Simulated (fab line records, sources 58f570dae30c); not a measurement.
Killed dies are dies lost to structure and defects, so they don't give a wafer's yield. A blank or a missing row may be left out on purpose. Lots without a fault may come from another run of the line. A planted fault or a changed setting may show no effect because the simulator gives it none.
Which tool did it? | flow berkeley_cmos170 | 14 lots, 42 wafers sampled, at 4 steps of a route of 331

WHAT THE GAUGES READ, wafer by wafer
UCB170_PWELL_OVL_MEAS_13. Usual: PWELL_OVL 3 nm, standard deviation 4.8.
lot  | measured    | on         | PWELL_OVL (nm) | flag
L515 | day 3 11:07 | overlay-01 | 1 3 5          |
L517 | day 3 19:19 | overlay-02 | 3 5 6          |
L518 | day 4 03:58 | overlay-02 | -1 0 -1        |
L519 | day 4 03:59 | overlay-01 | 9 4 -3         |
L524 | day 5 02:17 | overlay-01 | -2 4 0         |
L522 | day 5 02:50 | overlay-01 | 5 13 1         |
L523 | day 5 03:06 | overlay-01 | 1 5 9          |
L528 | day 5 23:29 | overlay-01 | 1 -7 2         |
L530 | day 6 03:13 | overlay-01 | 5 2 7          |
L531 | day 6 08:27 | overlay-02 | 1 1 -3         |
L533 | day 7 00:38 | overlay-02 | 1 6 9          |
L534 | day 7 01:38 | overlay-02 | 4 17 9         |
L537 | day 7 15:30 | overlay-02 | 8 11 8         |
L538 | day 7 15:40 | overlay-02 | 9 2 0          |

UCB170_SCREENOX_THK_MEAS_02. Usual: SCREENOX_OXIDE_THK 14.37 nm, standard deviation 0.22.
lot  | measured     | on            | SCREENOX_OXIDE_THK (nm) | flag
L515 | day 6 03:45  | film_metro-04 | 14.66 14.47 14.49       |
L517 | day 6 03:45  | film_metro-01 | 14.41 14.55 14.48       |
L518 | day 6 03:48  | film_metro-01 | 14.14 14.18 14.05       |
L519 | day 6 03:42  | film_metro-04 | 14.31 14.31 14.39       |
L524 | day 7 12:36  | film_metro-04 | 14.46 14.32 14.47       |
L522 | day 7 12:32  | film_metro-04 | 14.32 14.40 14.57       |
L523 | day 7 12:37  | film_metro-01 | 14.62 14.46 14.36       |
L528 | day 8 11:13  | film_metro-04 | 14.21 14.36 14.33       |
L530 | day 8 11:10  | film_metro-01 | 14.26 14.03 14.11       |
L531 | day 8 18:08  | film_metro-01 | 14.58 14.50 14.59       |
L533 | day 9 13:23  | film_metro-03 | 14.00 14.16 14.01       |
L534 | day 9 13:23  | film_metro-01 | 14.68 14.79 14.81       |
L537 | day 10 09:35 | film_metro-01 | 14.42 14.07 14.28       |
L538 | day 10 09:34 | film_metro-03 | 14.33 14.04 14.24       |

UCB170_SDANNEAL_RS_MEAS_05: measures by four-point-probe. Usual: NLDD_RS 616.1 ohm/sq, standard deviation 1.3.
lot  | measured     | on            | NLDD_RS (ohm/sq)  | flag
L515 | day 7 19:14  | film_metro-01 | 614.5 615.9 616.4 |
L517 | day 7 19:59  | film_metro-03 | 615.3 615.9 616.7 |
L518 | day 7 19:50  | film_metro-01 | 615.3 615.7 616.1 |
L519 | day 7 18:33  | film_metro-03 | 615.0 616.3 616.2 |
L524 | day 9 06:40  | film_metro-03 | 616.2 618.1 617.9 |
L522 | day 9 06:28  | film_metro-01 | 614.5 617.0 614.4 |
L523 | day 9 06:11  | film_metro-04 | 617.9 619.1 617.3 |
L528 | day 10 07:07 | film_metro-04 | 618.7 618.2 616.5 |
L530 | day 10 07:58 | film_metro-01 | 615.4 615.4 616.5 |
L531 | day 10 13:33 | film_metro-03 | 616.7 617.8 615.9 |
L533 | day 11 07:35 | film_metro-04 | 653.0 654.2 655.0 | OFF
L534 | day 11 07:58 | film_metro-03 | 614.6 615.7 617.2 |
L537 | day 12 08:39 | film_metro-04 | 655.9 653.7 656.7 | OFF
L538 | day 12 08:20 | film_metro-01 | 614.8 615.7 615.0 |

WHICH TOOL RAN EACH LOT (tool, then ch and the chambers of the sampled wafers, then the start)
lot  | UCB170_NLDD_IMPLANT_08
L515 | implanter-04 ch 0, day 7 07:46
L517 | implanter-04 ch 0, day 7 09:24
L518 | implanter-02 ch 0, day 7 09:06
L519 | implanter-02 ch 0, day 7 07:26
L524 | implanter-02 ch 0, day 8 20:49
L522 | implanter-01 ch 0, day 8 19:50
L523 | implanter-02 ch 0, day 8 19:29
L528 | implanter-02 ch 0, day 9 19:35
L530 | implanter-02 ch 0, day 9 18:53
L531 | implanter-02 ch 0, day 10 00:02
L533 | implanter-02 ch 0, day 10 19:02
L534 | implanter-04 ch 0, day 10 18:46
L537 | implanter-02 ch 0, day 11 16:18
L538 | implanter-04 ch 0, day 11 15:55
- UCB170_NLDD_IMPLANT_08

WHAT THE TOOLS THEMSELVES READ (means of the sampled wafers that have a number; where no wafer has one, the mark that the record gives instead)
UCB170_NLDD_IMPLANT_08. Usual: dose_ions_cm2 4.999e+13, standard deviation 4.7e+10; faraday_current_uA 159, standard deviation 3.1.
lot  | tool         | dose_ions_cm2 | faraday_current_uA | flag
L515 | implanter-04 | 4.999e+13     | 163                |
L517 | implanter-04 | 4.998e+13     | 158                |
L518 | implanter-02 | 4.998e+13     | 160                |
L519 | implanter-02 | 4.995e+13     | 158                |
L524 | implanter-02 | 4.996e+13     | 159                |
L522 | implanter-01 | 4.998e+13     | 158                |
L523 | implanter-02 | 5.000e+13     | 154                |
L528 | implanter-02 | 4.993e+13     | 160                |
L530 | implanter-02 | 5.005e+13     | 159                |
L531 | implanter-02 | 5.006e+13     | 158                |
L533 | implanter-02 | 4.146e+13     | 132                | OFF
L534 | implanter-04 | 5.002e+13     | 161                |
L537 | implanter-02 | 4.145e+13     | 133                | OFF
L538 | implanter-04 | 4.999e+13     | 158                |

THE ANSWER, worked out from the rows above alone
Rule: a lot is off if the mean of its wafers that have a number lies more than 3 standard deviations from the usual mean. A lot without any number at a reading at which 4 lots or more have one is off too. The other lots that the step has rows for count as sound. The gauges are gone through in route order, then the tools' own readings, and for those a lot's mean is taken as printed above. The first step at which some lot is off is used, and at that step the reading that is off furthest; a lot without a number counts as furthest.
Off: L533, L537, at UCB170_SDANNEAL_RS_MEAS_05 (NLDD_RS).
A tool fits if, at a process step before that reading, it ran every lot that is off, and no sound lot after the first of them. The gauges at UCB170_SDANNEAL_RS_MEAS_05 aren't tried: what is off there is off at UCB170_NLDD_IMPLANT_08 too, on other tools, and a gauge's error can't cause that. One fits: implanter-02 at UCB170_NLDD_IMPLANT_08. Its last sound lot is L531 (day 10 00:02), its first lot that is off L533 (day 10 19:02): a fault that began between those two fits.
The tool's own readings at UCB170_NLDD_IMPLANT_08 bear it out: on the lots that are off they differ by more than 5 times the standard deviation of the sound lots' means. dose_ions_cm2 reads 4.146e+13 there against 4.999e+13 on the sound lots; faraday_current_uA reads 132 there against 159 on the sound lots.

WHAT THE SIMULATOR HAD PUT IN
Process parameter drift: implanter-02, from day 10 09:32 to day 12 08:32, at UCB170_NLDD_IMPLANT_08. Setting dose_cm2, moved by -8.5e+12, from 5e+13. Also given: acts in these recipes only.
Lots struck among those shown: L533, L537. The rule above found the same.
